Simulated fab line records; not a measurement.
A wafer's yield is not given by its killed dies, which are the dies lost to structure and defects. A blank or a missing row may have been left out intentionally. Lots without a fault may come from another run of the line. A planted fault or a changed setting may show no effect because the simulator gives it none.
Struck lot and sound lot, side by side :: flow rit-cmos :: 15 steps out of a route of 202
Sound: these wafers, L859.1, L859.3, L859.6. The struck wafers were L879.3, L879.5, L879.6. The cause is given at the end.
Each step with rows lists, per side, the tool, then ch with its chambers, then its first start. Under that, the readings that differ: sound wafers :: struck wafers :: difference of the means :: sigmas: that difference in standard deviations of wafers without a fault.
alike: a reading whose means differ by less than 2 such deviations, as well as words and numbers matching on both sides. not compared: withheld readings; readings where some wafer has no value; bounds like >300 that might hide an equal value; numbers whose values overlap and for which the record gives no deviation.
The two part at a step that has a row with sigmas, a row that says differs or no value, or rows on one side only. Non-overlapping numbers with no deviation appear without sigmas and do not part them. Lack of a reading on every wafer of one side parts them only where that side has two or more wafers.

first, 5 steps without rows for these wafers: RIT_M1_COAT_04 (resist thk 1300 nm); RIT_M1_SOFTBAKE_05 (time 60 s); RIT_M1_EXPOSE_06 (exposes mask M12, target cd 2600 nm); RIT_M1_PEB_07; RIT_M1_DEVELOP_08 (develop time 68 s).
RIT_M1_CD_MEAS_09: the cd target is 2600 nm.
  sound on cd-sem-02 at day 3 06:43; struck on cd-sem-02 at day 7 15:07
  alike: cd-nm
RIT_M1_OVL_MEAS_10:
  sound on overlay-01 at day 3 06:50; struck on overlay-02 at day 7 15:13
  alike: M1_OVL
then, 1 step without rows for these wafers: RIT_M1_HARDBAKE_11 (time 120 s).
RIT_M1_METAL_ETCH_12: etches Al in Cl2/BCl3, stops on SiO2, time 165 s, target depth 600 nm.
  sound on rie-metal-03 ch 0, day 3 07:07; struck on rie-metal-01 ch 0,1, day 7 15:32
reading: oes-product-au (a.u.)
sound: 0.811 0.798 0.808
struck: 0.765 0.770 0.770
difference: -0.037
sigmas: -2
  alike: drypump-motor-current-A, throttle-valve-pct
  not compared: rf-hours-counter-h
then, 1 step without rows for these wafers: RIT_M1_STRIP_13 (strips in nmp, time 600 s).
RIT_M1_STRIP_14: strips in O2, time 180 s.
  sound on plasma-asher-04 ch 0,1, day 3 07:45; struck on plasma-asher-02 ch 0,1, day 7 15:53
  alike: drypump-motor-current-A
  not compared: rf-hours-counter-h
RIT_M1_CD_MEAS_90: the cd target is 2600 nm.
  sound on cd-sem-02 at day 3 07:55; struck on cd-sem-02 at day 7 16:04
reading: cd-nm (nm)
sound: 2603.3 2605.7 2602.7
struck: 2596.7 2596.4 2598.1
difference: -6.8
sigmas: -3
RIT_M1_ANNEAL_15: time 1800 s.
  sound on furnace-02 ch 0, day 3 08:02; struck on furnace-02 ch 0, day 7 16:09
  alike: tube-center-temp-C
RIT_M1_BOW_MEAS_16:
  sound on film-metro-04 at day 3 09:32; struck on film-metro-02 at day 7 17:41
  alike: M1_BOW
RIT_M1_PROBE_99:
  sound on prober-02 at day 3 09:40; struck on prober-02 at day 7 17:52
reading: model.etest.nmos_0p15.junction-log10-a-um
sound: -13.46 -13.44 -13.48
struck: -11.53 -11.72 -11.72
difference: +1.80
sigmas: 

reading: model.etest.nmos-narrow.off-log10-a-um
sound: -13.07 -13.24 -13.2
struck: -11.53 -11.71 -11.73
difference: +1.51
sigmas: 

reading: model.etest.gate-end-array.leak-log10-a-um
sound: -13.05 -12.97 -12.74
struck: -11.32 -11.42 -11.44
difference: +1.53
sigmas: 

reading: model.etest.nmos_0p3.off-log10-a-um
sound: -13.13 -13.09 -12.99
struck: -11.54 -11.7 -11.68
difference: +1.43
sigmas: 

reading: model.etest.pmos_0p15.junction-log10-a-um
sound: -13.78 -13.85 -13.65
struck: -12.53 -12.7 -12.71
difference: +1.11
sigmas: 

reading: model.etest.contact-diode-array.leak-log10-a (angstrom)
sound: -9.347 -9.54 -9.447
struck: -8.127 -8.325 -8.331
difference: +1.184
sigmas: 

reading: model.etest.pmos_0p3.off-log10-a-um
sound: -12.94 -12.85 -12.93
struck: -12.4 -12.53 -12.48
difference: +0.4
sigmas: 

reading: model.etest.pmos-narrow.off-log10-a-um
sound: -12.82 -12.68 -12.74
struck: -12.37 -12.45 -12.41
difference: +0.34
sigmas: 
  alike: defect-limited-yield, killed-at-front-end, killed-dies, killed-open, killed-short, sort_bin_3_pad_short, sort_bin_5_function, sort_bin_6_memory, sort-n-pass, sort-yield-pct

## WHERE THEY PART
Earliest at RIT_M1_METAL_ETCH_12; latest, in this record, at RIT_M1_CD_MEAS_90. Later steps at which nothing parts them and some readings are alike: RIT_M1_ANNEAL_15, RIT_M1_BOW_MEAS_16, RIT_M1_PROBE_99.

WHY: what had been put in by the simulator
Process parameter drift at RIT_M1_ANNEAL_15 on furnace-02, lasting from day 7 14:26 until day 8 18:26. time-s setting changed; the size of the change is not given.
